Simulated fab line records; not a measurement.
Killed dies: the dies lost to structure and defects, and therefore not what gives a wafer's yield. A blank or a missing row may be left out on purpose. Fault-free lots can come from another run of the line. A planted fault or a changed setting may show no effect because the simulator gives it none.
The tool behind it: which one? ; flow ritCmos ; Sampling: 7 lots, 21 wafers, 2 of 202 route steps

== WHAT EACH GAUGE READ, for each wafer ==
RIT_PWELL_TW_MEAS_10.
lot;measured;on;PWELL_TW
L845;day 2 14:32;filmMetro-04;954 961 962
L848;day 3 08:05;filmMetro-01;956 958 954
L851;day 3 20:45;filmMetro-02;960 953 948
L853;day 4 09:47;filmMetro-01;949 952 949
L859;day 5 17:16;filmMetro-02;949 950 947
L861;day 5 22:43;filmMetro-01;1002 998 993 996 1000 1000
L863;day 6 08:03;filmMetro-02;945 942 947

== WHICH TOOL RAN EACH LOT (tool, then ch and the chambers of the sampled wafers, then the start) ==
lot;RIT_PWELL_IMPLANT_08
L845;implanter-04 ch 0, day 2 14:14
L848;implanter-01 ch 0, day 3 07:46
L851;implanter-04 ch 0, day 3 20:25
L853;implanter-04 ch 0, day 4 09:28
L859;implanter-01 ch 0, day 5 16:58
L861;implanter-04 ch 0, day 5 22:23
L863;implanter-01 ch 0, day 6 07:43
- RIT_PWELL_IMPLANT_08

== THE ANSWER, worked out from the rows above alone ==
Rule: the lots themselves supply what counts as usual. The widest of any qualifying gaps counts: lots, ordered by their means at a reading, are off when they make up no more than a third of the lots, leave a main group of 4 or more, and stand apart from it by 3 or more times the standard deviation of that group's means. A main group whose means are all the same, to the digits that the tables above print for the reading, isn't used. Also off: a lot with no number at a reading for which 4 or more lots have one. The other lots that the step has rows for count as sound.
Off: L861, seen at RIT_PWELL_TW_MEAS_10 (PWELL_TW). For the main group the mean is 952 and the standard deviation 4.8.
A tool fits if, at a process step before that reading, it ran every lot that is off, and no sound lot after the first of them. The gauges at RIT_PWELL_TW_MEAS_10 are tried like those tools. This does not decide it: 2 tools fit, namely implanter-04 at RIT_PWELL_IMPLANT_08 and filmMetro-01 at RIT_PWELL_TW_MEAS_10.

== WHAT THE SIMULATOR HAD INSERTED ==
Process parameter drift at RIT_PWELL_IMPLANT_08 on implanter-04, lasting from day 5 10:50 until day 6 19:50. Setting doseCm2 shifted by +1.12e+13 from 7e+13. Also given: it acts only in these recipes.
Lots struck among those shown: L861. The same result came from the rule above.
